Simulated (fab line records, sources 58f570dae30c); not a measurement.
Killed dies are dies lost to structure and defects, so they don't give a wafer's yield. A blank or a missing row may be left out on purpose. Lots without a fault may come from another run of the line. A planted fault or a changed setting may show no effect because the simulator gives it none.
Problem report in the 8D (eight disciplines) form, filled by code | flow berkeley_cmos170 | the parts of the form that need people (team, actions taken, sign-off) are left out

1. THE PROBLEM
developer_temp_C at UCB170_NSD_DEVELOP_05 reads a mean of 23.12 C on 6 wafers of 2 lots; wafers without a fault read 21.03 C with a standard deviation of 0.11. That is +19 standard deviations from the usual mean.
The step: develop time 45 s.
First seen on wafer L228.1, day 12 10:00, on litho_track-02. The record holds 42 wafers of 14 lots with a number at this step. Rule for "out", or "out of limits": more than 4 standard deviations from the usual mean. The other wafers with a number count as sound.

2. WHAT IT IS AND WHAT IT IS NOT
question                    | is                     | is not
which readings at this step | developer_temp_C       | -
which lots                  | L228, L231             | L209, L210, L211, L212, L213, L214, L216, L217, L218, L219, L220, L222
which wafers of those lots  | all that have a number | -
read on which tools         | litho_track-02         | litho_track-01, litho_track-03
when                        | from day 12 10:00      | up to then (36 sound wafers)

3. SUSPECTS, AND WHAT RULES EACH OUT
Counting: a tool at a process step up to the reading stays a suspect if it ran every lot that is out and no sound lot after the first of them.
- litho_track-02 at UCB170_NSD_DEVELOP_05 (develop time 45 s): kept. It ran every lot that is out, first L228 (day 12 10:00), and no sound lot after that; its last sound lot up to then is L220 (day 10 17:00). Its own readings are out on those wafers: developer_temp_C.
Left after counting: litho_track-02 at UCB170_NSD_DEVELOP_05.

4. THE CAUSE (what the simulator had put in)
Process parameter drift: litho_track-02, from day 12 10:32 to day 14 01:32, at UCB170_NSD_DEVELOP_05. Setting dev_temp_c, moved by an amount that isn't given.
Counting left only this tool.

5. THE CHAIN OF EFFECTS, in route order
Each row: a reading whose mean over the struck wafers that have a number lies more than 3 standard deviations from the usual. Only readings for which the record gives a usual standard deviation are gone through. hours: the time from each lot's start at the first step in this table that gives one to its start at this step, as a median over the lots. sigmas: the change in usual standard deviations.
hours | step                  | reading          | usual   | on struck wafers | change | sigmas
0     | UCB170_NSD_DEVELOP_05 | developer_temp_C | 21.03 C | 23.12            | +2.09  | +19
The process steps in it:
- UCB170_NSD_DEVELOP_05: develop time 45 s.
Later measuring or inspecting steps at which every struck wafer that the step has a row for has a number for every such reading, and none has moved that far: UCB170_V1_THK_MEAS_01.

6. WHAT WOULD HAVE CAUGHT IT SOONER
In this record the first reading out of limits was taken at day 12 10:00.
